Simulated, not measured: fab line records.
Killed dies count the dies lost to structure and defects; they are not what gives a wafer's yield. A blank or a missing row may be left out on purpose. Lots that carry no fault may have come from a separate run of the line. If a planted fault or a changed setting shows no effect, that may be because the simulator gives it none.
Commonality check across tools / flow berkeley cmos170 / 14 lots and 42 wafers in the sample

== THE REASON FOR OPENING IT ==
2 of 14 lots carry a flag on the reading SPACER_TEOS_THK at UCB170_SPACER_THK_MEAS_01. Fault-free wafers read 376 nm, with a standard deviation of 5.8.
Rule: a lot gets a flag if all its wafers with a number sit over 4 standard deviations from that mean, or if no wafer of it has a number. The rest of the lots are taken to be sound.

lot=L968; measured=day 6 22:43; on=film metro-02; SPACER_TEOS_THK (nm), wafer by wafer=373 368 375; flag=
lot=L969; measured=day 8 02:31; on=film metro-02; SPACER_TEOS_THK (nm), wafer by wafer=375 376 382; flag=
lot=L970; measured=day 8 17:16; on=film metro-01; SPACER_TEOS_THK (nm), wafer by wafer=378 377 388; flag=
lot=L971; measured=day 8 17:17; on=film metro-04; SPACER_TEOS_THK (nm), wafer by wafer=366 376 374; flag=
lot=L972; measured=day 8 17:17; on=film metro-02; SPACER_TEOS_THK (nm), wafer by wafer=381 378 376; flag=
lot=L973; measured=day 8 17:20; on=film metro-04; SPACER_TEOS_THK (nm), wafer by wafer=379 385 384; flag=
lot=L975; measured=day 8 23:34; on=film metro-04; SPACER_TEOS_THK (nm), wafer by wafer=376 369 372; flag=
lot=L976; measured=day 9 00:19; on=film metro-01; SPACER_TEOS_THK (nm), wafer by wafer=379 381 383; flag=
lot=L974; measured=day 9 00:34; on=film metro-02; SPACER_TEOS_THK (nm), wafer by wafer=369 369 379; flag=
lot=L978; measured=day 9 12:06; on=film metro-04; SPACER_TEOS_THK (nm), wafer by wafer=378 372 377; flag=
lot=L985; measured=day 10 22:34; on=film metro-04; SPACER_TEOS_THK (nm), wafer by wafer=568 559 577; flag=FLAGGED
lot=L989; measured=day 11 13:10; on=film metro-01; SPACER_TEOS_THK (nm), wafer by wafer=371 375 374; flag=
lot=L987; measured=day 11 17:38; on=film metro-04; SPACER_TEOS_THK (nm), wafer by wafer=548 565 567; flag=FLAGGED
lot=L991; measured=day 12 05:41; on=film metro-02; SPACER_TEOS_THK (nm), wafer by wafer=375 367 378; flag=
The numbers of the flagged lots are 564 nm on average: +188 nm against the usual, or +32 standard deviations.

== WHICH TOOL RAN EACH LOT ==
2 process steps preceding the reading are held in the record, out of 331 steps in the route. In each cell: the tool, then ch and the chambers that the sampled wafers went through, then the start.
lot=L968; flag=; UCB170_PLDD_STRIP_10=plasma asher-04 ch 0,1, day 6 18:49; UCB170_SPACER_CVD_00=pecvd-03 ch 0,2, day 6 22:40
lot=L969; flag=; UCB170_PLDD_STRIP_10=plasma asher-01 ch 0,1, day 7 21:44; UCB170_SPACER_CVD_00=pecvd-02 ch 0,1, day 8 02:28
lot=L970; flag=; UCB170_PLDD_STRIP_10=plasma asher-01 ch 0,1, day 8 12:53; UCB170_SPACER_CVD_00=pecvd-02 ch 1,2, day 8 17:14
lot=L971; flag=; UCB170_PLDD_STRIP_10=plasma asher-03 ch 0,1, day 8 12:37; UCB170_SPACER_CVD_00=pecvd-03 ch 0,1,2, day 8 17:14
lot=L972; flag=; UCB170_PLDD_STRIP_10=plasma asher-04 ch 0,1, day 8 13:10; UCB170_SPACER_CVD_00=pecvd-01 ch 0,1,2, day 8 17:14
lot=L973; flag=; UCB170_PLDD_STRIP_10=plasma asher-03 ch 0,1, day 8 13:19; UCB170_SPACER_CVD_00=pecvd-03 ch 0,1,2, day 8 17:16
lot=L975; flag=; UCB170_PLDD_STRIP_10=plasma asher-04 ch 0,1, day 8 21:26; UCB170_SPACER_CVD_00=pecvd-01 ch 0,1,2, day 8 23:31
lot=L976; flag=; UCB170_PLDD_STRIP_10=plasma asher-01 ch 0,1, day 8 21:31; UCB170_SPACER_CVD_00=pecvd-02 ch 0,1,2, day 9 00:16
lot=L974; flag=; UCB170_PLDD_STRIP_10=plasma asher-03 ch 0,1, day 8 21:59; UCB170_SPACER_CVD_00=pecvd-03 ch 0,1, day 9 00:31
lot=L978; flag=; UCB170_PLDD_STRIP_10=plasma asher-01 ch 0,1, day 9 05:19; UCB170_SPACER_CVD_00=pecvd-03 ch 0,1, day 9 12:02
lot=L985; flag=FLAGGED; UCB170_PLDD_STRIP_10=plasma asher-03 ch 0,1, day 10 20:23; UCB170_SPACER_CVD_00=pecvd-01 ch 1,2, day 10 22:31
lot=L989; flag=; UCB170_PLDD_STRIP_10=plasma asher-03 ch 0,1, day 11 11:04; UCB170_SPACER_CVD_00=pecvd-03 ch 1,2, day 11 13:05
lot=L987; flag=FLAGGED; UCB170_PLDD_STRIP_10=plasma asher-04 ch 0,1, day 11 12:02; UCB170_SPACER_CVD_00=pecvd-01 ch 1,2, day 11 17:33
lot=L991; flag=; UCB170_PLDD_STRIP_10=plasma asher-01 ch 0,1, day 12 02:50; UCB170_SPACER_CVD_00=pecvd-02 ch 0,1,2, day 12 05:38
What these steps do:
- UCB170_PLDD_STRIP_10: strips in O2.
- UCB170_SPACER_CVD_00: deposits SiO2 from TEOS/O2, target thk 376 nm, time 47 s.
- UCB170_SPACER_THK_MEAS_01

== FLAGGED OVER TOTAL, TOOL BY TOOL (the gauges that took the reading come last) ==
step=UCB170_PLDD_STRIP_10; tool=plasma asher-01; lots run=5; flagged=0; share of the flagged lots=none; sound lots run after its first flagged lot=-
step=UCB170_PLDD_STRIP_10; tool=plasma asher-03; lots run=5; flagged=1; share of the flagged lots=some; sound lots run after its first flagged lot=1 (L989)
step=UCB170_PLDD_STRIP_10; tool=plasma asher-04; lots run=4; flagged=1; share of the flagged lots=some; sound lots run after its first flagged lot=0
step=UCB170_SPACER_CVD_00; tool=pecvd-01; lots run=4; flagged=2; share of the flagged lots=all; sound lots run after its first flagged lot=0
step=UCB170_SPACER_CVD_00; tool=pecvd-02; lots run=4; flagged=0; share of the flagged lots=none; sound lots run after its first flagged lot=-
step=UCB170_SPACER_CVD_00; tool=pecvd-03; lots run=6; flagged=0; share of the flagged lots=none; sound lots run after its first flagged lot=-
step=UCB170_SPACER_THK_MEAS_01; tool=film metro-01; lots run=3; flagged=0; share of the flagged lots=none; sound lots run after its first flagged lot=-
step=UCB170_SPACER_THK_MEAS_01; tool=film metro-02; lots run=5; flagged=0; share of the flagged lots=none; sound lots run after its first flagged lot=-
step=UCB170_SPACER_THK_MEAS_01; tool=film metro-04; lots run=6; flagged=2; share of the flagged lots=all; sound lots run after its first flagged lot=0

== WHAT THE TABLE PERMITS ==
Every flagged lot went through 2 rows of the table: pecvd-01 at UCB170_SPACER_CVD_00 and film metro-04 at UCB170_SPACER_THK_MEAS_01.
- pecvd-01 at UCB170_SPACER_CVD_00: 2 of its 4 lots flagged. A fault beginning between L975 (day 8 23:31), its last sound lot, and L985 (day 10 22:31), its first flagged one, fits the data.
- film metro-04 at UCB170_SPACER_THK_MEAS_01: 2 of its 6 lots flagged. A fault beginning between L978 (day 9 12:06), its last sound lot, and L985 (day 10 22:34), its first flagged one, fits the data.
A lot count leaves these 2 tools indistinguishable: every one of them fits a fault beginning at some hour. More lots, or a look at what each step does to the wafer, might.

== WHAT WAS PUT IN BY THE SIMULATOR ==
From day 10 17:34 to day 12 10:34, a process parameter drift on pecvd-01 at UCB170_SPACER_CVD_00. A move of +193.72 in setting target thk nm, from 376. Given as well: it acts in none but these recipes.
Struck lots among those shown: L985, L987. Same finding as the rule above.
